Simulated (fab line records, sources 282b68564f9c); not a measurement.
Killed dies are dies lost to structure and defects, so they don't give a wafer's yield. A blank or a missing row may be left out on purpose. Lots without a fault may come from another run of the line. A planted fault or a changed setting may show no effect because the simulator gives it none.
fab line records | flow rit_cmos
record lots=14 wafers=42 last_day=7
route steps=202 shown M1@184
lots that met no fault: from a run of the same line without faults
start_h: hours from the record's first day to the start of the lot's first wafer shown | wait_h: hours since the lot's step before | " the same as in the row above | L1.1+2: a row that stands for several wafers | - no value, or no start given | * or withheld: withheld | < > ~ a bound
route shown NAME@n: a module of which the file shows steps, and the number in the route of the first | usual: mean/standard deviation of fault-free wafers | same: alike in all rows | chamber/n: place in a boat | sites: the reading at each site | _std_site: their standard deviation | _edge_site: outer sites' mean less inner sites' | radius_mm: how far each site lies from the wafer's centre | mask NAME#n: copy n | behind: the tool/chamber that last shaped the wafer | hold: why the lot was held/for how many hours/how that ended | device: the transistor (n, p or np) that didn't switch | end of line: the same wafers' tests at the end of the route | a step without rows: its recipe alone | killed: dies lost to structure and defects at the first sort, not the wafer's yield | map: a wafer's dies, x killed, . not, _ none there
set.NAME: the setting as run; set.NAME@STEP: as run at that earlier step | model.NAME: the simulator's own value behind a step, which no gauge read
steps of the route over a sample of lots; a table a step, a row a wafer
services: from which hour (start_h, from the record's first day; less than 0 if before it) a tool's chamber was out of use, for how many hours, and why
## steps
# step RIT_M1_SPUTTER_00
# recipe material=Al target_thk_nm=400 power_w=2055 chamber_pressure_pa=0.4 gas=Ar time_s=500 substrate_temp_c=25
# usual throttle_valve_pct=29.9/0.52
# columns lot.wafer tool chamber start_h wait_h throttle_valve_pct
L658.1 pvd_sputter-03 - 54.72 0.0 30.1
L658.2 " - " " 30.4
L658.6 " - " " 29.8
L660.3 pvd_sputter-03 - 62.12 0.0 30.0
L660.4 " - " " 30.4
L660.5 " - " " 30.3
L661.1 pvd_sputter-02 - 69.55 0.0 29.9
L661.3 " - " " 30.1
L661.4 " - " " 29.0
L662.1 pvd_sputter-03 - 77.09 0.0 30.0
L662.4 " - " " 29.6
L662.5 " - " " 30.4
L663.2 pvd_sputter-02 - 79.78 0.0 30.0
L663.4 " - " " 29.9
L663.5 " - " " 30.3
L664.3 pvd_sputter-03 - 84.90 0.0 30.0
L664.4 " - " " 30.4
L664.5 " - " " 30.1
L666.1 pvd_sputter-03 - 99.41 0.0 30.0
L666.3 " - " " 30.4
L666.6 " - " " 30.4
L668.2 pvd_sputter-03 - 107.52 0.0 30.2
L668.4 " - " " 29.8
L668.5 " - " " 30.3
L670.2 pvd_sputter-03 - 115.46 0.0 30.3
L670.3 " - " " 30.2
L670.4 " - " " 30.0
L674.1 pvd_sputter-02 - 134.68 0.0 28.8
L674.5 " - " " 30.0
L674.6 " - " " 30.0
L675.1 pvd_sputter-04 - 140.75 0.0 30.4
L675.2 " - " " 29.8
L675.5 " - " " 29.2
L677.1 pvd_sputter-04 - 148.81 0.0 30.3
L677.4 " - " " 29.9
L677.5 " - " " 30.2
L679.1 pvd_sputter-04 - 157.89 0.0 29.4
L679.2 " - " " 30.0
L679.5 " - " " 29.9
L681.1 pvd_sputter-04 - 167.76 0.0 30.2
L681.2 " - " " 29.5
L681.4 " - " " 29.9
# step RIT_M1_RS_MEAS_01
# recipe thk_meas_gauge=four-point-probe reads=Al_of_M1_SPUTTER_00
# usual M1_AL_RS=0.0712/0.00075
# columns lot.wafer tool chamber start_h wait_h M1_AL_RS[ohm/sq]
L658.1 film_metro-02 - 55.12 0.2 0.0701
L658.2 " - " " 0.0707
L658.6 " - " " 0.0706
L660.3 film_metro-02 - 62.45 0.2 0.0706
L660.4 " - " " 0.0707
L660.5 " - " " 0.0712
L661.1 film_metro-04 - 69.85 0.1 0.0712
L661.3 " - " " 0.0706
L661.4 " - " " 0.0714
L662.1 film_metro-01 - 77.38 0.1 0.0711
L662.4 " - " " 0.0713
L662.5 " - " " 0.0715
L663.2 film_metro-02 - 80.09 0.2 0.0707
L663.4 " - " " 0.0701
L663.5 " - " " 0.0704
L664.3 film_metro-04 - 85.23 0.2 0.0710
L664.4 " - " " 0.0719
L664.5 " - " " 0.0717
L666.1 film_metro-01 - 99.70 0.1 0.0711
L666.3 " - " " 0.0709
L666.6 " - " " 0.0708
L668.2 film_metro-01 - 107.84 0.2 0.0566
L668.4 " - " " 0.0719
L668.5 " - " " 0.0715
L670.2 film_metro-04 - 115.77 0.2 0.0573
L670.3 " - " " 0.0716
L670.4 " - " " 0.0719
L674.1 film_metro-02 - 134.97 0.1 0.0709
L674.5 " - " " 0.0705
L674.6 " - " " 0.0709
L675.1 film_metro-02 - 141.05 0.1 0.0695
L675.2 " - " " 0.0702
L675.5 " - " " 0.0699
L677.1 film_metro-04 - 149.10 0.1 0.0722
L677.4 " - " " 0.0713
L677.5 " - " " 0.0723
L679.1 film_metro-02 - 158.19 0.1 0.0714
L679.2 " - " " 0.0718
L679.5 " - " " 0.0710
L681.1 film_metro-04 - 168.05 0.1 0.0713
L681.2 " - " " 0.0702
L681.4 " - " " 0.0706
# step RIT_M1_THK_MEAS_02
# recipe thk_meas_gauge=xrf reads=Al_of_M1_SPUTTER_00
# usual M1_AL_THK=416/4.2
# columns lot.wafer tool chamber start_h wait_h M1_AL_THK[nm]
L658.1 film_metro-02 - 55.24 0.1 422
L658.2 " - " " 414
L658.6 " - " " 418
L660.3 film_metro-02 - 62.55 0.1 416
L660.4 " - " " 415
L660.5 " - " " 414
L661.1 film_metro-04 - 69.97 0.1 420
L661.3 " - " " 421
L661.4 " - " " 418
L662.1 film_metro-01 - 77.50 0.1 417
L662.4 " - " " 417
L662.5 " - " " 413
L663.2 film_metro-02 - 80.20 0.1 420
L663.4 " - " " 421
L663.5 " - " " 416
L664.3 film_metro-04 - 85.33 0.1 413
L664.4 " - " " 412
L664.5 " - " " 413
L666.1 film_metro-01 - 99.82 0.1 423
L666.3 " - " " 419
L666.6 " - " " 423
L668.2 film_metro-01 - 107.95 0.1 525
L668.4 " - " " 415
L668.5 " - " " 421
L670.2 film_metro-04 - 115.88 0.1 519
L670.3 " - " " 416
L670.4 " - " " 415
L674.1 film_metro-02 - 135.09 0.1 419
L674.5 " - " " 420
L674.6 " - " " 418
L675.1 film_metro-02 - 141.17 0.1 425
L675.2 " - " " 422
L675.5 " - " " 422
L677.1 film_metro-04 - 149.22 0.1 411
L677.4 " - " " 415
L677.5 " - " " 410
L679.1 film_metro-02 - 158.31 0.1 412
L679.2 " - " " 411
L679.5 " - " " 414
L681.1 film_metro-04 - 168.17 0.1 415
L681.2 " - " " 422
L681.4 " - " " 419
# step RIT_M1_METAL_ETCH_12
# recipe stop_on=SiO2 chemistry=Cl2/BCl3 target=Al time_s=165 over_etch_frac=0.5 pressure_mtorr=100 target_depth_a=6000 rf_w=250 Cl2_flow_sccm=60 bcl3_flow_sccm=50
# usual drypump_motor_current_A=5.5/0.3 oes_product_au=0.792/0.011 rf_fwd_power_W=248.9/1 throttle_valve_pct=8.29/0.058
# same over_etch_frac=0.5
# columns lot.wafer tool chamber start_h wait_h drypump_motor_current_A oes_product_au rf_fwd_power_W rf_hours_counter_h throttle_valve_pct
L658.1 rie_metal-01 0 56.92 0.2 4.9 0.798 248.3 4 8.27
L658.2 " 1 " " 5.8 0.783 248.7 4 8.22
L658.6 " 0 " " 5.0 0.784 249.2 - 8.28
L660.3 rie_metal-02 1 63.93 0.2 5.7 0.789 249.4 - 8.32
L660.4 " 0 " " 5.6 0.799 248.9 - 8.36
L660.5 " 1 " " 5.7 0.788 249.0 - 8.31
L661.1 rie_metal-01 1 71.31 0.2 5.8 0.783 250.0 4 8.23
L661.3 " 1 " " 5.8 0.779 250.8 - 8.23
L661.4 " 1 " " 5.8 0.782 249.9 - 8.22
L662.1 rie_metal-04 1 78.98 0.2 5.5 0.809 248.0 1 8.22
L662.4 " 1 " " 5.5 0.804 247.6 - 8.23
L662.5 " 1 " " 5.5 0.807 246.7 - 8.23
L663.2 rie_metal-02 0 81.77 0.2 5.5 0.800 247.9 39 8.37
L663.4 " 1 " " 5.7 0.801 250.4 - 8.32
L663.5 " 0 " " 5.6 0.798 249.3 - 8.34
L664.3 rie_metal-01 1 86.77 0.2 5.9 0.782 249.0 - 8.23
L664.4 " 1 " " 5.9 0.777 248.3 - 8.23
L664.5 " 1 " " 5.9 0.778 248.8 - 8.23
L666.1 rie_metal-02 1 101.33 0.2 5.7 0.790 249.2 34 8.32
L666.3 " 0 " " 5.6 0.794 247.9 - 8.35
L666.6 " 1 " " 5.7 0.790 250.4 - 8.30
L668.2 rie_metal-04 0 109.53 0.2 5.7 0.917 249.7 1 8.35
L668.4 " 1 " " 5.5 0.802 248.3 - 8.24
L668.5 " 0 " " 5.7 0.799 249.7 - 8.37
L670.2 rie_metal-01 1 117.39 0.2 5.9 0.891 250.8 5 8.23
L670.3 " 1 " " 5.9 0.788 249.3 - 8.24
L670.4 " 0 " " 5.0 0.779 250.1 - 8.29
L674.1 rie_metal-01 1 136.44 0.2 5.9 0.786 250.0 6 8.22
L674.5 " 0 " " 5.0 0.791 250.5 - 8.26
L674.6 " 1 " " 5.9 0.787 250.4 - 8.23
L675.1 rie_metal-04 1 142.51 0.2 5.5 0.821 248.3 1 8.24
L675.2 " 0 " " 5.7 0.802 248.0 1 8.38
L675.5 " 0 " " 5.7 0.805 250.1 - 8.37
L677.1 rie_metal-04 1 150.76 0.2 5.5 0.799 248.0 2 8.24
L677.4 " 1 " " 5.5 0.814 248.1 - 8.24
L677.5 " 1 " " 5.5 0.802 247.2 - 8.25
L679.1 rie_metal-02 1 159.66 0.2 5.7 0.799 249.1 0 8.31
L679.2 " 0 " " 5.6 0.797 247.8 0 8.35
L679.5 " 1 " " 5.7 0.788 250.0 - 8.31
L681.1 rie_metal-01 1 169.52 0.2 5.8 0.775 249.3 6 8.24
L681.2 " 0 " " 4.9 0.791 248.3 5 8.29
L681.4 " 0 " " 5.0 0.788 249.7 - 8.27
# step RIT_M1_PROBE_99
# usual defect_limited_yield=97.4/1.1 killed_at_contacts=0.1/0.27 killed_at_front_end=7/3 killed_dies=7.0/3 killed_open=3.5/2.1 killed_short=3.4/1.9
# same gross_dies=264 killed_at_M0_to_M3=0 killed_at_M4_up=0 killed_at_back_side=0 killed_at_other=0
# columns lot.wafer tool chamber start_h wait_h defect_limited_yield[%] killed_at_contacts killed_at_front_end killed_dies killed_open killed_short
L662.1 prober-01 - 81.23 0.1 98.9 0 3 3 2 1
L662.4 prober-01 - 81.38 0.2 98.1 0 5 5 3 2
L662.5 prober-01 - 81.43 0.2 98.5 0 4 4 1 3
L663.2 prober-02 - 84.07 0.1 95.8 0 11 11 5 5
L663.4 prober-02 - 84.17 0.2 96.2 0 10 10 1 8
L663.5 prober-02 - 84.22 0.2 96.2 0 10 10 5 5
L664.3 prober-01 - 89.17 0.2 97.3 0 7 7 2 5
L664.4 prober-01 - 89.22 0.2 98.5 0 4 4 1 3
L664.5 prober-01 - 89.27 0.2 99.2 0 2 2 2 0
L670.2 prober-01 - 120.35 0.1 97.3 0 7 7 5 2
L670.3 prober-01 - 120.40 0.2 98.5 1 3 4 2 2
L670.4 prober-01 - 120.45 0.2 97.7 0 6 6 5 1
# killed by level:class
L662.1 FOX1:geometric_particle:open=1 GATE:geometric_particle:open=1 SPACER:geometric_particle:short=1
L662.4 FOX1:geometric_particle:open=2 FOX1:geometric_particle:short=1 REOX:geometric_particle:short=1 SPACER:geometric_particle:open=1
L662.5 SILICIDE:geometric_particle:short=2 REOX:geometric_particle:short=1 REOX:geometric_particle:open=1
L663.2 GATE:geometric_particle:open=2 SPACER:geometric_particle:short=2 SPACER:geometric_particle:open=2 FOX2:geometric_particle:short=1 GATE:geometric_particle:short=1 SILICIDE:geometric_particle:short=1 SILICIDE:geometric_particle:open=1 PRETRO:coat_microbubble_printed=1
L663.4 SPACER:geometric_particle:short=3 SILICIDE:geometric_particle:short=2 FOX1:geometric_particle:short=1 GATE:geometric_particle:short=1 REOX:geometric_particle:short=1 SPACER:geometric_particle:open=1 PRETRO:coat_microbubble_printed=1
L663.5 REOX:geometric_particle:short=2 SPACER:geometric_particle:open=2 SILICIDE:geometric_particle:open=2 FOX2:geometric_particle:open=1 GATE:geometric_particle:short=1 SPACER:geometric_particle:short=1 SILICIDE:geometric_particle:short=1
L664.3 GATE:geometric_particle:short=3 SILICIDE:geometric_particle:short=2 GATE:geometric_particle:open=1 REOX:geometric_particle:open=1
L664.4 REOX:geometric_particle:short=3 GATE:geometric_particle:open=1
L664.5 SPACER:geometric_particle:open=2
L670.2 SPACER:geometric_particle:open=3 FOX2:geometric_particle:short=1 GATE:geometric_particle:open=1 SILICIDE:geometric_particle:open=1 SILICIDE:geometric_particle:short=1
L670.3 FOX1:geometric_particle:open=1 GATE:geometric_particle:open=1 SPACER:geometric_particle:short=1 CONTACT:geometric_particle:short=1
L670.4 FOX1:geometric_particle:open=2 GATE:geometric_particle:open=2 FOX1:geometric_particle:short=1 REOX:geometric_particle:open=1
## services
# columns tool chamber start_h hours kind
rie_metal-01 - 42.96 0.2 repair
rie_metal-01 0 61.42 26.3 repair
rie_metal-01 1 105.66 11.3 repair
pvd_sputter-04 - 111.11 2.1 repair
rie_metal-02 - 136.12 20.0 pm
rie_metal-02 0 136.12 20.0 vent_cycle
rie_metal-02 1 136.12 20.0 vent_cycle
rie_metal-04 - 136.19 4.0 pm
pvd_sputter-02 - 143.79 8.6 repair
pvd_sputter-02 - 148.80 4.6 repair
rie_metal-02 0 156.12 - clean
rie_metal-02 1 156.12 - clean
rie_metal-01 - 164.96 0.3 repair
## key
first_sign step=RIT_M1_RS_MEAS_01 reading=M1_AL_RS direction=down sigmas=19 usual=0.0712 struck=0.0569
effect step=RIT_M1_THK_MEAS_02 reading=M1_AL_THK direction=up sigmas=26 usual=416 struck=522
effect step=RIT_M1_METAL_ETCH_12 reading=oes_product_au direction=up sigmas=10 usual=0.792 struck=0.904
met_at RIT_M1_SPUTTER_00
struck_lots L668,L670
struck_wafers L668.2,L670.2
onset_between 84.90 107.52
fault kind=process_parameter_drift tool=pvd_sputter-03 chamber=- onset_h=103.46 steps=RIT_M1_SPUTTER_00 channel=target_thk_nm offset=104.88 shape=step end_h=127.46 stated=400 scope=struck_wafers_only
